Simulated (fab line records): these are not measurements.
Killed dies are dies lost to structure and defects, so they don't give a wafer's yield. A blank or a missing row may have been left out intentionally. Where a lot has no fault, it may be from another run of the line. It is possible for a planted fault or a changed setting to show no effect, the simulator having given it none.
Tool commonality check -- flow berkeley cmos170 -- 14 lots, 42 wafers sampled

REASON IT WAS OPENED
2 of 14 lots carry a flag on the reading NSD_RS at UCB170_SDANNEAL_RS_MEAS_03. Wafers without a fault read 37.27 ohm/sq, standard deviation 0.09.
Rule: a lot gets a flag if all its wafers with a number sit over 4 standard deviations from that mean, or if no wafer of it has a number. The other lots count as sound.

lot,measured,on,"NSD_RS (ohm/sq), wafer by wafer",flag
L763,day 6 10:19,film metro-02,37.35 37.25 37.35,
L764,day 6 11:16,film metro-01,37.37 37.38 37.35,
L767,day 7 03:35,film metro-02,37.33 37.16 37.32,
L766,day 7 03:50,film metro-03,37.13 37.21 37.18,
L765,day 7 03:58,film metro-01,37.20 37.17 37.33,
L768,day 7 17:17,film metro-01,37.30 37.40 37.30,
L772,day 8 21:44,film metro-01,37.30 37.17 37.14,
L773,day 8 22:31,film metro-02,36.01 35.77 35.73,FLAGGED
L777,day 9 15:38,film metro-02,37.30 37.24 37.27,
L776,day 9 16:17,film metro-02,35.90 35.85 35.70,FLAGGED
L782,day 10 15:37,film metro-03,37.24 37.13 37.29,
L783,day 11 05:56,film metro-02,37.42 37.39 37.34,
L784,day 11 10:01,film metro-03,37.29 37.16 37.22,
L785,day 11 11:08,film metro-01,37.41 37.26 37.40,
Average over the flagged lots: 35.83 ohm/sq; offset from the usual -1.44 ohm/sq, equal to -16 standard deviations.

TOOL THAT RAN EACH LOT
The record holds 2 process steps before the reading, out of a route of 331 steps. Each cell gives the tool, then ch followed by the chambers the sampled wafers passed through, then the start.
lot,flag,UCB170_NSD_IMPLANT_08,UCB170_NSD_STRIP_09
L763,,"implanter-02 ch 0, day 6 08:52","plasma asher-04 ch 0, day 6 09:00"
L764,,"implanter-02 ch 0, day 6 09:48","plasma asher-03 ch 0,1, day 6 09:55"
L767,,"implanter-02 ch 0, day 7 02:07","plasma asher-04 ch 0,1, day 7 02:14"
L766,,"implanter-03 ch 0, day 7 02:13","plasma asher-03 ch 0,1, day 7 02:22"
L765,,"implanter-04 ch 0, day 7 02:27","plasma asher-02 ch 0,1, day 7 02:36"
L768,,"implanter-04 ch 0, day 7 15:49","plasma asher-03 ch 0,1, day 7 15:58"
L772,,"implanter-03 ch 0, day 8 17:34","plasma asher-02 ch 0,1, day 8 17:41"
L773,FLAGGED,"implanter-02 ch 0, day 8 17:46","plasma asher-03 ch 0,1, day 8 17:55"
L777,,"implanter-03 ch 0, day 9 14:11","plasma asher-04 ch 0, day 9 14:20"
L776,FLAGGED,"implanter-02 ch 0, day 9 14:34","plasma asher-04 ch 0,1, day 9 14:43"
L782,,"implanter-04 ch 0, day 10 13:14","plasma asher-04 ch 1, day 10 13:23"
L783,,"implanter-03 ch 0, day 11 04:23","plasma asher-03 ch 0,1, day 11 04:32"
L784,,"implanter-03 ch 0, day 11 08:29","plasma asher-04 ch 0,1, day 11 08:37"
L785,,"implanter-03 ch 0, day 11 09:38","plasma asher-04 ch 0,1, day 11 09:47"
What is done by these steps:
- UCB170_NSD_IMPLANT_08
- UCB170_NSD_STRIP_09: strips in O2.
- UCB170_SDANNEAL_RS_MEAS_03: measures by four-point-probe.

FLAGGED AGAINST TOTAL, ONE TOOL AT A TIME (gauges that did the reading follow at the end)
step,tool,lots run,flagged,share of the flagged lots,sound lots run after its first flagged lot
UCB170_NSD_IMPLANT_08,implanter-02,5,2,all,0
UCB170_NSD_IMPLANT_08,implanter-03,6,0,none,-
UCB170_NSD_IMPLANT_08,implanter-04,3,0,none,-
UCB170_NSD_STRIP_09,plasma asher-02,2,0,none,-
UCB170_NSD_STRIP_09,plasma asher-03,5,1,some,1 (L783)
UCB170_NSD_STRIP_09,plasma asher-04,7,1,some,"3 (L782,L784,L785)"
UCB170_SDANNEAL_RS_MEAS_03,film metro-01,5,0,none,-
UCB170_SDANNEAL_RS_MEAS_03,film metro-02,6,2,all,"2 (L777,L783)"
UCB170_SDANNEAL_RS_MEAS_03,film metro-03,3,0,none,-

WHAT THE TABLE PERMITS
In 2 table rows, all flagged lots were run: implanter-02 (UCB170_NSD_IMPLANT_08), film metro-02 (UCB170_SDANNEAL_RS_MEAS_03).
- implanter-02 at UCB170_NSD_IMPLANT_08 ran 5 lots, 2 of them flagged. Last sound lot L767 at day 7 02:07, first flagged lot L773 at day 8 17:46; a fault beginning in between fits. Its own readings (beam energy keV) fall more than 4 standard deviations out on all wafers of the flagged lots.
- film metro-02 at UCB170_SDANNEAL_RS_MEAS_03 ran 6 lots, 2 of them flagged. Sound lots ran on it after the first flagged one (L777, L783), which a lasting fault on the whole tool wouldn't allow.
Left over: one tool, implanter-02 at UCB170_NSD_IMPLANT_08.

WHAT HAD BEEN PUT IN BY THE SIMULATOR
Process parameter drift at UCB170_NSD_IMPLANT_08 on implanter-02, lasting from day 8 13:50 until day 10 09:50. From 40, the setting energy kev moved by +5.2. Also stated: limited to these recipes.
Shown lots that were struck: L773, L776. The same result came from the rule above.
